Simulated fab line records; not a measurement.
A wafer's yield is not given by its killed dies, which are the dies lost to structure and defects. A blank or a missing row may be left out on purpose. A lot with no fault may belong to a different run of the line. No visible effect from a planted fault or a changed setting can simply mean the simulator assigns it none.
Which tool was responsible? -- flow berkeley-cmos170 -- at 1 step of a route of 331, 14 lots with 42 wafers sampled

== WHAT EACH GAUGE READ, for each wafer ==
The record holds no reading of a measuring or inspecting step that can be judged against a usual standard deviation.

== WHICH TOOL RAN EACH LOT (tool, then ch and the chambers of the sampled wafers, then the start) ==
lot,UCB170_V2_STRIP_15
L552,"plasma-asher-04 ch 0,1, day 8 00:43"
L553,"plasma-asher-04 ch 0,1, day 8 10:31"
L555,"plasma-asher-02 ch 1, day 8 20:32"
L558,"plasma-asher-03 ch 0,1, day 8 20:50"
L554,"plasma-asher-02 ch 0,1, day 8 21:05"
L557,"plasma-asher-03 ch 0,1, day 8 21:19"
L556,"plasma-asher-02 ch 0,1, day 8 21:35"
L560,"plasma-asher-04 ch 0, day 9 18:34"
L559,"plasma-asher-04 ch 0, day 9 18:50"
L563,"plasma-asher-02 ch 0,1, day 10 01:59"
L565,"plasma-asher-03 ch 0,1, day 10 11:19"
L564,"plasma-asher-02 ch 0,1, day 10 12:01"
L568,"plasma-asher-03 ch 0,1, day 11 10:01"
L574,"plasma-asher-02 ch 0,1, day 12 01:12"
- UCB170_V2_STRIP_15: strips in O2.

== AS READ BY THE TOOLS THEMSELVES (means over the sampled wafers that have a number; for cases with no such wafer, the mark the record gives instead) ==
UCB170_V2_STRIP_15.
lot,tool,chamber-pressure-mTorr (mTorr),drypump-motor-current-A (A),oes-product-au (a.u.),strip-time-to-endpoint-s (s)
L552,plasma-asher-04,3502,5.7,0.723,15.22
L553,plasma-asher-04,3496,5.7,0.717,15.24
L555,plasma-asher-02,3500,5.3,0.720,15.33
L558,plasma-asher-03,3501,6.0,0.722,15.32
L554,plasma-asher-02,3500,5.4,0.724,15.23
L557,plasma-asher-03,3499,6.0,0.721,15.34
L556,plasma-asher-02,3503,5.6,0.724,15.32
L560,plasma-asher-04,3500,5.8,0.727,15.31
L559,plasma-asher-04,3504,5.8,0.722,15.16
L563,plasma-asher-02,3501,5.6,0.718,15.29
L565,plasma-asher-03,-,-,-,-
L564,plasma-asher-02,-,-,-,-
L568,plasma-asher-03,3500,5.7,0.722,15.28
L574,plasma-asher-02,3500,5.4,0.722,15.24

== THE ANSWER, worked out from the rows above alone ==
Rule: what is usual is taken from the lots themselves. The widest of any qualifying gaps counts: lots, ordered by their means at a reading, are off when they make up no more than a third of the lots, leave a main group of 4 or more, and stand apart from it by 3 or more times the standard deviation of that group's means. A main group is skipped when, at the precision printed for the reading in the tables above, its means are all equal. Also off: a lot with no number at a reading for which 4 or more lots have one. Where the step has rows for the other lots, those lots are counted as sound. The gauges are gone through in route order, then the tools' own readings, and for those a lot's mean is taken as printed above. At the first step where some lot is off, the reading lying furthest off is the one used; lots without a number count as furthest.
Off, at UCB170_V2_STRIP_15 on chamber-pressure-mTorr: L565, L564. Without a number there: L565, L564. Main group: mean 3500 mTorr, sd 1.9.
If a tool, at that step or one of the process steps before it, ran each lot that is off and ran no sound lot following the first of them, it fits. None of those tried fits.

== WHAT THE SIMULATOR HAD PUT IN ==
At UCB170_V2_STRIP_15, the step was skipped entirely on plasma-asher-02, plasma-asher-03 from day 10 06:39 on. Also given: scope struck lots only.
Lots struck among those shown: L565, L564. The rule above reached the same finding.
